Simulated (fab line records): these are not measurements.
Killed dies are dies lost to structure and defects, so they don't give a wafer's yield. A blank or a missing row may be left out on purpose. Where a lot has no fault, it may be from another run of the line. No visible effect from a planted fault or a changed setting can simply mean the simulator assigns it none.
Split-lot trial | flow rit_cmos | 23 wafers read from 5 lots, route of 202 steps

## THE SPLIT ITSELF
At RIT_GATE_SOFTBAKE_12 (time 60 s), the setting temp_c was moved away from the recipe's 90 C on 7 of the 23 wafers read, by -2.6% to +2.8%. For the rest of the wafers, this setting stayed at what the recipe calls for.

## FROM THE SPLIT TO THE READING: what the file shows between them, 2 steps
- RIT_GATE_EXPOSE_13: exposes mask M6, target cd 150 nm
- RIT_GATE_PEB_14

## THE READING
NOVOLAK_of_GATE_COAT_11.thk_nm (the simulator's own value, which no gauge read), in nm, at RIT_GATE_DEVELOP_15 (develop time 50 s). There is no usual value for it anywhere in the file. The 16 wafers here that ran the recipe average 849.3 nm, standard deviation 3.2 nm.

wafer  | tool, chamber at the split | temp_c as run, C | against the recipe | NOVOLAK_of_GATE_COAT_11.thk_nm, nm | against lot-mates on the recipe
L077.2 | litho_track-01, 0          | 90               | recipe             | 847.3                              | -
L077.4 | litho_track-01, 0          | 90               | recipe             | 847.6                              | -
L077.5 | litho_track-01, 0          | 90               | recipe             | 848.4                              | -
L078.1 | litho_track-02, 0          | 90               | recipe             | 853.7                              | -
L078.3 | litho_track-02, 0          | 90               | recipe             | 852.9                              | -
L078.4 | litho_track-02, 0          | 90               | recipe             | 851.6                              | -
L078.5 | litho_track-02, 0          | 90               | recipe             | 852.6                              | -
L078.6 | litho_track-02, 0          | 90               | recipe             | 855.9                              | -
L079.1 | litho_track-01, 0          | 88.89            | -1.2%              | 844.5                              | -0.8
L079.2 | litho_track-01, 0          | 90               | recipe             | 845.8                              | -
L079.3 | litho_track-01, 0          | 90               | recipe             | 844.7                              | -
L079.5 | litho_track-01, 0          | 90               | recipe             | 845.4                              | -
L079.6 | litho_track-01, 0          | 88.89            | -1.2%              | 848.7                              | +3.4
L080.1 | litho_track-01, 0          | 87.65            | -2.6%              | 856.8                              | +8.8
L080.2 | litho_track-01, 0          | 90               | recipe             | 850.1                              | -
L080.3 | litho_track-01, 0          | 87.65            | -2.6%              | 854.3                              | +6.3
L080.5 | litho_track-01, 0          | 90               | recipe             | 846.1                              | -
L080.6 | litho_track-01, 0          | 90               | recipe             | 847.9                              | -
L084.1 | litho_track-01, 0          | 90               | recipe             | 848.9                              | -
L084.2 | litho_track-01, 0          | 92.53            | +2.8%              | 841.4                              | -7.7
L084.3 | litho_track-01, 0          | 92.53            | +2.8%              | 843.8                              | -5.3
L084.4 | litho_track-01, 0          | 90               | recipe             | 849.3                              | -
L084.5 | litho_track-01, 0          | 92.53            | +2.8%              | 841.8                              | -7.3

THE FIT
A straight line over all 23 wafers: NOVOLAK_of_GATE_COAT_11.thk_nm changes by -2.09 nm for each +1% of temp_c; r = -0.66; the points scatter about the line by 3.3 nm.
The same after taking each lot's own level away (the mean of its wafers on the recipe; 23 wafers): -2.46 nm for each +1%; r = -0.92; scatter 1.4 nm.
The reading moves by 6.9 nm for the largest change in temp_c, on that fit.
The lots' own levels span 845.30 to 853.34 nm, that is 2.5 times the standard deviation above.
So the lot-to-lot level blurs the effect unless lot-mates are compared.
Check: -6.74 nm against its lot-mates is what the line predicts for one of the wafers moved furthest among these (+2.8%) when that wafer is left out of the fit. Against them it came out at -7.7 nm.

## FURTHER SPLITS ON THESE WAFERS
Other splits were also applied to these wafers ahead of the reading. Each is held against what the fit with the lots' levels taken away leaves over:
other split on the same wafers    | wafers away from the commonest value | r with NOVOLAK_of_GATE_COAT_11.thk_nm (lot level and that fit taken away)
RIT_ACTIVE_OXIDATION_01 ox_time_s | 18                                   | -0.03
RIT_FOX1_OXIDATION_00 temp_c      | 15                                   | +0.21
RIT_NWELL_IMPLANT_08 dose_cm2     | 12                                   | +0.00
RIT_PWELL_COAT_01 spin_rpm        | 9                                    | -0.24
RIT_PRETRO_SOFTBAKE_02 temp_c     | 8                                    | -0.13

## FILE'S OWN FIT
NOVOLAK_of_GATE_COAT_11.thk_nm changes by -2.48 nm for each +1% of temp_c, r = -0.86.
